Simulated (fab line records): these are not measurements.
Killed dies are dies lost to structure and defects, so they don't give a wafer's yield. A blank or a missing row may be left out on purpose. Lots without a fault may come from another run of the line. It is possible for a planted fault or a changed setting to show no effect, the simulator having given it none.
The tool behind it: which one? :: flow berkeley_cmos170 :: 14 lots, 40 wafers sampled, at 4 steps of a route of 331

WHAT EACH GAUGE READ, for each wafer
UCB170_WELLDRIVE_THK_MEAS_02.
lot: L747
measured: day 4 18:12
on: film_metro-04
WELLDRIVE_OXIDE_THK (nm): 196 197 197

lot: L749
measured: day 5 11:10
on: film_metro-04
WELLDRIVE_OXIDE_THK (nm): 199 204 199

lot: L750
measured: day 5 11:10
on: film_metro-02
WELLDRIVE_OXIDE_THK (nm): 202 198 202

lot: L751
measured: day 5 20:43
on: film_metro-02
WELLDRIVE_OXIDE_THK (nm): 192 195 194

lot: L752
measured: day 5 20:43
on: film_metro-04
WELLDRIVE_OXIDE_THK (nm): 195 200 198

lot: L753
measured: day 6 09:38
on: film_metro-04
WELLDRIVE_OXIDE_THK (nm): 199 198 197

lot: L757
measured: day 6 20:38
on: film_metro-03
WELLDRIVE_OXIDE_THK (nm): 200 200 201

lot: L756
measured: day 6 20:40
on: film_metro-04
WELLDRIVE_OXIDE_THK (nm): 207 204 206

lot: L760
measured: day 7 04:05
on: film_metro-03
WELLDRIVE_OXIDE_THK (nm): 204 201 199

lot: L762
measured: day 8 05:11
on: film_metro-04
WELLDRIVE_OXIDE_THK (nm): 195 195 192

lot: L763
measured: day 8 05:16
on: film_metro-04
WELLDRIVE_OXIDE_THK (nm): 198 199

lot: L764
measured: day 8 05:17
on: film_metro-02
WELLDRIVE_OXIDE_THK (nm): 190 193 194

lot: L765
measured: day 8 05:19
on: film_metro-04
WELLDRIVE_OXIDE_THK (nm): 201 200 200

lot: L766
measured: day 8 18:22
on: film_metro-03
WELLDRIVE_OXIDE_THK (nm): 193 196

UCB170_PFIELD_TW_MEAS_09.
lot: L747
measured: day 5 21:12
on: film_metro-04
PFIELD_TW: 597 602 599

lot: L749
measured: day 6 08:22
on: film_metro-03
PFIELD_TW: 598 601 600

lot: L750
measured: day 6 08:46
on: film_metro-04
PFIELD_TW: 596 598 598

lot: L751
measured: day 6 23:37
on: film_metro-01
PFIELD_TW: 600 599 597

lot: L752
measured: day 6 23:35
on: film_metro-03
PFIELD_TW: 604 598 603

lot: L753
measured: day 7 04:42
on: film_metro-04
PFIELD_TW: 603 601 607

lot: L757
measured: day 7 20:04
on: film_metro-01
PFIELD_TW: 600 601 600

lot: L756
measured: day 7 19:38
on: film_metro-04
PFIELD_TW: 606 605 607

lot: L760
measured: day 8 03:44
on: film_metro-04
PFIELD_TW: 606 606 605

lot: L762
measured: day 9 04:50
on: film_metro-03
PFIELD_TW: 599 596 598

lot: L763
measured: day 9 05:49
on: film_metro-01
PFIELD_TW: 595

lot: L764
measured: day 9 05:44
on: film_metro-04
PFIELD_TW: 594 595 595

lot: L765
measured: day 9 05:01
on: film_metro-04
PFIELD_TW: 597 598 594

lot: L766
measured: day 9 17:47
on: film_metro-01
PFIELD_TW: 592

WHICH TOOL RAN EACH LOT (tool, then ch and the chambers of the sampled wafers, then the start)
lot: L747
UCB170_ACTIVE_ETCH_15: rie_diel-01 ch 0,1,2, day 5 18:56
UCB170_ACTIVE_STRIP_16: plasma_asher-04 ch 0,1, day 5 19:02

lot: L749
UCB170_ACTIVE_ETCH_15: rie_diel-04 ch 0,2, day 6 06:20
UCB170_ACTIVE_STRIP_16: plasma_asher-04 ch 0, day 6 06:27

lot: L750
UCB170_ACTIVE_ETCH_15: rie_diel-01 ch 2,3, day 6 06:35
UCB170_ACTIVE_STRIP_16: plasma_asher-03 ch 0,1, day 6 06:41

lot: L751
UCB170_ACTIVE_ETCH_15: rie_diel-01 ch 0,1, day 6 19:32
UCB170_ACTIVE_STRIP_16: plasma_asher-02 ch 0,1, day 6 19:38

lot: L752
UCB170_ACTIVE_ETCH_15: rie_diel-04 ch 0,1,3, day 6 19:23
UCB170_ACTIVE_STRIP_16: plasma_asher-04 ch 0,1, day 6 19:29

lot: L753
UCB170_ACTIVE_ETCH_15: rie_diel-01 ch 1,3, day 7 02:48
UCB170_ACTIVE_STRIP_16: plasma_asher-02 ch 0,1, day 7 02:54

lot: L757
UCB170_ACTIVE_ETCH_15: rie_diel-04 ch 1,3, day 7 16:52
UCB170_ACTIVE_STRIP_16: plasma_asher-04 ch 0,1, day 7 16:58

lot: L756
UCB170_ACTIVE_ETCH_15: rie_diel-03 ch 0,3, day 7 16:46
UCB170_ACTIVE_STRIP_16: plasma_asher-03 ch 0,1, day 7 16:54

lot: L760
UCB170_ACTIVE_ETCH_15: rie_diel-03 ch 1,2,3, day 8 00:44
UCB170_ACTIVE_STRIP_16: plasma_asher-04 ch 0,1, day 8 00:52

lot: L762
UCB170_ACTIVE_ETCH_15: rie_diel-04 ch 0,2, day 9 02:06
UCB170_ACTIVE_STRIP_16: plasma_asher-03 ch 0,1, day 9 02:12

lot: L763
UCB170_ACTIVE_ETCH_15: rie_diel-03 ch 0,2, day 9 02:42
UCB170_ACTIVE_STRIP_16: plasma_asher-02 ch 0,1, day 9 02:50

lot: L764
UCB170_ACTIVE_ETCH_15: rie_diel-03 ch 0,1, day 9 01:59
UCB170_ACTIVE_STRIP_16: plasma_asher-04 ch 0,1, day 9 02:05

lot: L765
UCB170_ACTIVE_ETCH_15: rie_diel-01 ch 0,1,3, day 9 02:09
UCB170_ACTIVE_STRIP_16: plasma_asher-04 ch 0,1, day 9 02:15

lot: L766
UCB170_ACTIVE_ETCH_15: rie_diel-03 ch 0,1, day 9 15:44
UCB170_ACTIVE_STRIP_16: plasma_asher-02 ch 1, day 9 15:50
- UCB170_ACTIVE_ETCH_15: etches Si3N4 in CH3F/Ar/O2, stops on SiO2, target depth 242 nm, time 151 s.
- UCB170_ACTIVE_STRIP_16: strips in O2.

WHAT THE TOOLS THEMSELVES READ (means of the sampled wafers that have a number; where no wafer has one, the mark that the record gives instead)
UCB170_ACTIVE_ETCH_15.
lot: L747
tool: rie_diel-01
drypump_motor_current_A (A): 5.8
oes_product_au (a.u.): 0.942
rf_fwd_power_W (W): 448.3
throttle_valve_pct (%): 8.06

lot: L749
tool: rie_diel-04
drypump_motor_current_A (A): 6.0
oes_product_au (a.u.): 0.940
rf_fwd_power_W (W): 448.5
throttle_valve_pct (%): 7.90

lot: L750
tool: rie_diel-01
drypump_motor_current_A (A): 5.3
oes_product_au (a.u.): 0.935
rf_fwd_power_W (W): 448.6
throttle_valve_pct (%): 8.04

lot: L751
tool: rie_diel-01
drypump_motor_current_A (A): 6.3
oes_product_au (a.u.): 0.924
rf_fwd_power_W (W): 447.9
throttle_valve_pct (%): 8.08

lot: L752
tool: rie_diel-04
drypump_motor_current_A (A): 6.0
oes_product_au (a.u.): 0.939
rf_fwd_power_W (W): 448.1
throttle_valve_pct (%): 7.99

lot: L753
tool: rie_diel-01
drypump_motor_current_A (A): 6.1
oes_product_au (a.u.): 0.922
rf_fwd_power_W (W): 448.6
throttle_valve_pct (%): 8.05

lot: L757
tool: rie_diel-04
drypump_motor_current_A (A): 6.2
oes_product_au (a.u.): 0.926
rf_fwd_power_W (W): 447.7
throttle_valve_pct (%): 8.01

lot: L756
tool: rie_diel-03
drypump_motor_current_A (A): 5.4
oes_product_au (a.u.): 0.941
rf_fwd_power_W (W): 448.0
throttle_valve_pct (%): 8.06

lot: L760
tool: rie_diel-03
drypump_motor_current_A (A): 5.5
oes_product_au (a.u.): 0.957
rf_fwd_power_W (W): 447.7
throttle_valve_pct (%): 7.98

lot: L762
tool: rie_diel-04
drypump_motor_current_A (A): 5.9
oes_product_au (a.u.): 0.932
rf_fwd_power_W (W): 447.6
throttle_valve_pct (%): 7.94

lot: L763
tool: rie_diel-03
drypump_motor_current_A (A): 6.4
oes_product_au (a.u.): 0.935
rf_fwd_power_W (W): 414.1
throttle_valve_pct (%): 8.12

lot: L764
tool: rie_diel-03
drypump_motor_current_A (A): 5.4
oes_product_au (a.u.): 0.938
rf_fwd_power_W (W): 448.9
throttle_valve_pct (%): 7.94

lot: L765
tool: rie_diel-01
drypump_motor_current_A (A): 6.0
oes_product_au (a.u.): 0.946
rf_fwd_power_W (W): 446.0
throttle_valve_pct (%): 8.06

lot: L766
tool: rie_diel-03
drypump_motor_current_A (A): 5.7
oes_product_au (a.u.): 0.923
rf_fwd_power_W (W): 412.0
throttle_valve_pct (%): 7.98

UCB170_ACTIVE_STRIP_16.
lot: L747
tool: plasma_asher-04
drypump_motor_current_A (A): 5.97
oes_product_au (a.u.): 0.722
strip_time_to_endpoint_s (s): 18.28

lot: L749
tool: plasma_asher-04
drypump_motor_current_A (A): 6.20
oes_product_au (a.u.): 0.720
strip_time_to_endpoint_s (s): 18.22

lot: L750
tool: plasma_asher-03
drypump_motor_current_A (A): 5.71
oes_product_au (a.u.): 0.720
strip_time_to_endpoint_s (s): 18.27

lot: L751
tool: plasma_asher-02
drypump_motor_current_A (A): 6.26
oes_product_au (a.u.): 0.718
strip_time_to_endpoint_s (s): 18.19

lot: L752
tool: plasma_asher-04
drypump_motor_current_A (A): 5.97
oes_product_au (a.u.): 0.722
strip_time_to_endpoint_s (s): 18.04

lot: L753
tool: plasma_asher-02
drypump_motor_current_A (A): 6.24
oes_product_au (a.u.): 0.725
strip_time_to_endpoint_s (s): 18.23

lot: L757
tool: plasma_asher-04
drypump_motor_current_A (A): 6.14
oes_product_au (a.u.): 0.718
strip_time_to_endpoint_s (s): 17.91

lot: L756
tool: plasma_asher-03
drypump_motor_current_A (A): 5.71
oes_product_au (a.u.): 0.722
strip_time_to_endpoint_s (s): 18.15

lot: L760
tool: plasma_asher-04
drypump_motor_current_A (A): 5.96
oes_product_au (a.u.): 0.724
strip_time_to_endpoint_s (s): 18.15

lot: L762
tool: plasma_asher-03
drypump_motor_current_A (A): 5.70
oes_product_au (a.u.): 0.723
strip_time_to_endpoint_s (s): 18.05

lot: L763
tool: plasma_asher-02
drypump_motor_current_A (A): 6.33
oes_product_au (a.u.): 0.719
strip_time_to_endpoint_s (s): 18.29

lot: L764
tool: plasma_asher-04
drypump_motor_current_A (A): 6.01
oes_product_au (a.u.): 0.724
strip_time_to_endpoint_s (s): 18.19

lot: L765
tool: plasma_asher-04
drypump_motor_current_A (A): 6.12
oes_product_au (a.u.): 0.720
strip_time_to_endpoint_s (s): 18.03

lot: L766
tool: plasma_asher-02
drypump_motor_current_A (A): 6.09
oes_product_au (a.u.): 0.717
strip_time_to_endpoint_s (s): 18.38

THE ANSWER, worked out from the rows above alone
Rule: the usual values come from the lots themselves. Put in order of their means at a reading, lots are off if they are a third of the lots or fewer, leave a main group of 4 or more, and stand apart from it by a gap of 3 or more times the standard deviation of the main group's means; of several such gaps the widest counts. The tables above print the reading to a certain number of digits; a main group whose means all agree to those digits is not used. Also off: a lot with no number at a reading for which 4 or more lots have one. Any other lot the step has rows for is counted as sound. The gauges are gone through in route order, then the tools' own readings, and for those a lot's mean is taken as printed above. At the first step where some lot is off, the reading lying furthest off is the one used; lots without a number count as furthest.
Off, at UCB170_ACTIVE_ETCH_15 on rf_fwd_power_W: L763, L766. The main group has a mean of 448.0 W with a standard deviation of 0.72.
If a tool, at that step or one of the process steps before it, ran each lot that is off and ran no sound lot following the first of them, it fits. One fits: UCB170_ACTIVE_ETCH_15 on rie_diel-03. Its last sound lot is L764 (day 9 01:59), its first lot that is off L763 (day 9 02:42): a fault that began between those two fits.
The tool's own readings at UCB170_ACTIVE_ETCH_15 bear it out: on the lots that are off they differ by more than 5 times the standard deviation of the sound lots' means. rf_fwd_power_W reads 413.1 W there against 448.0 W on the sound lots.

WHAT WAS PUT IN BY THE SIMULATOR
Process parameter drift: rie_diel-03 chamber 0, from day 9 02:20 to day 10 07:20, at UCB170_ACTIVE_ETCH_15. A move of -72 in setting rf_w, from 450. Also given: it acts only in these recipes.
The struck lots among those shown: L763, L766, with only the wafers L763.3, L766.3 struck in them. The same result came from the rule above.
